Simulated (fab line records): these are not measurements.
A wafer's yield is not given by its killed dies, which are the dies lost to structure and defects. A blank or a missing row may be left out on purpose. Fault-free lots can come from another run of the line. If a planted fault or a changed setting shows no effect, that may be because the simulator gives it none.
Code-filled problem report in 8D (eight disciplines) form ; flow berkeley-cmos170 ; the parts of the form that need people (team, actions taken, sign-off) are left out

1. THE ISSUE
Wafers without a fault read 20.987 with a standard deviation of 0.021, while exposure-dose-mJ-cm2 at UCB170_GATE_EXPOSE_09 averages 20.854 across 3 wafers of 1 lot. That puts it -6.3 standard deviations away from the usual mean.
The step: exposes mask POLY, target cd 350 nm.
Seen first at day 9 23:13 on krf-scanner-01, wafer L520.1. The record has a number at this step for 39 wafers belonging to 13 lots. Rule for "out", or "out of limits": more than 4 standard deviations from the usual mean. The rest of the wafers with a number are treated as sound.

2. WHAT THIS IS AND IS NOT
question;is;is not
which readings at this step;exposure-dose-mJ-cm2;-
which lots;L520;L502, L503, L504, L505, L506, L509, L510, L511, L512, L521, L524, L525
which wafers of those lots;all that have a number;-
read on which tools;krf-scanner-01;krf-scanner-02
when;from day 9 23:13;"up to then (27 sound wafers); but 9 sound wafers of L521, L524, L525 came after"

3. THE SUSPECTS, EACH WITH WHAT RULES IT OUT
Counting: any tool at a process step up to the reading is kept as a suspect provided that every lot that is out went through it and no sound lot did after the first of them.
- krf-scanner-01 at UCB170_GATE_EXPOSE_09 (exposes mask POLY, target cd 350 nm): kept. It ran the lot that is out, L520 (day 9 23:13), and no sound lot after that; its last sound lot up to then is L509 (day 7 11:56). Its own exposure-dose-mJ-cm2 readings are out on those wafers.
Left after counting: krf-scanner-01 at UCB170_GATE_EXPOSE_09.

4. THE CAUSE (what the simulator had put in)
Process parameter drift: krf-scanner-01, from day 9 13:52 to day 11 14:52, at UCB170_GATE_EXPOSE_09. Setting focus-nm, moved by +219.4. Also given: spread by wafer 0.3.
This tool alone remained once counting was done.

5. THE EFFECT CHAIN, in route order
Each row: a reading whose mean over the struck wafers that have a number lies more than 3 standard deviations from the usual. Scope: only readings with a usual standard deviation given in the record; hours: median across lots of the time from each lot's start at the first step in this table that gives one to its start at this step; sigmas: change in usual standard deviations.
hours;step;reading;usual;on struck wafers;change;sigmas
0;UCB170_GATE_EXPOSE_09;exposure-dose-mJ-cm2;20.987;20.854;-0.133;-6.3
It contains these process steps:
- UCB170_GATE_EXPOSE_09: exposes mask POLY, target cd 350 nm.

6. HOW IT WOULD HAVE BEEN CAUGHT EARLIER
The fault began at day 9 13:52; the first out-of-limits reading in this record came at day 9 23:13, 9 hours later.
